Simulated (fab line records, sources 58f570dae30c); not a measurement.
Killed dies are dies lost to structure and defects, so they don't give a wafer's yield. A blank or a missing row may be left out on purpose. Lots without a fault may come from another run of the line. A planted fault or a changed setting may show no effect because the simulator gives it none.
Chamber matching | flow berkeley_cmos170 | UCB170_V2_CMP_02 on cmp-02: 4 sister chambers
The step polishes SiO2. 4 wafers are shown with their chamber, then 10 later ones without.

WAFERS WITH THEIR CHAMBER
wafer  | chamber | motor_current_A (A)
L880.5 | 2       | 13.6
L880.6 | 3       | 16.1
L884.3 | 1       | 16.2
L884.4 | 0       | 14.9

WAFERS WITHOUT THEIR CHAMBER
wafer  | motor_current_A (A)
L884.5 | 15.7
L883.2 | 16.6
L883.4 | 14.3
L883.5 | 15.9
L886.1 | 16.9
L886.3 | 16.2
L886.4 | 14.8
L887.2 | 14.9
L887.5 | 15.4
L887.6 | 16.8

WHICH CHAMBER EACH WENT THROUGH
wafer  | from the rows above          | in truth
L884.5 | can't be placed: 3 or 1 or 0 | 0
L883.2 | can't be placed: 1 or 3      | 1
L883.4 | can't be placed: 0 or 2      | 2
L883.5 | can't be placed: 3 or 1 or 0 | 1
L886.1 | can't be placed: 1 or 3      | 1
L886.3 | can't be placed: 1 or 3      | 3
L886.4 | 0                            | 0
L887.2 | 0                            | 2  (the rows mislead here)
L887.5 | can't be placed: 0 or 3 or 1 | 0
L887.6 | can't be placed: 1 or 3      | 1
Placed correctly: 1 of 10. Can't be placed from these rows: 8 (the true chamber is among the candidates in 8). Placed wrongly: 1.
How it was worked out, from the rows above alone: a wafer's distance from a chamber is the root of the sum, over the readings, of the square of ((its reading less the chamber's mean) divided by the reading's scatter). The wafer belongs to the nearest chamber; if the next one is less than 2 further off, it can't be placed. A chamber's mean is the mean of its shown wafers. The scatter: with one shown wafer a chamber, the root of the mean of the squares of how far each hidden wafer lies from its nearest shown one.
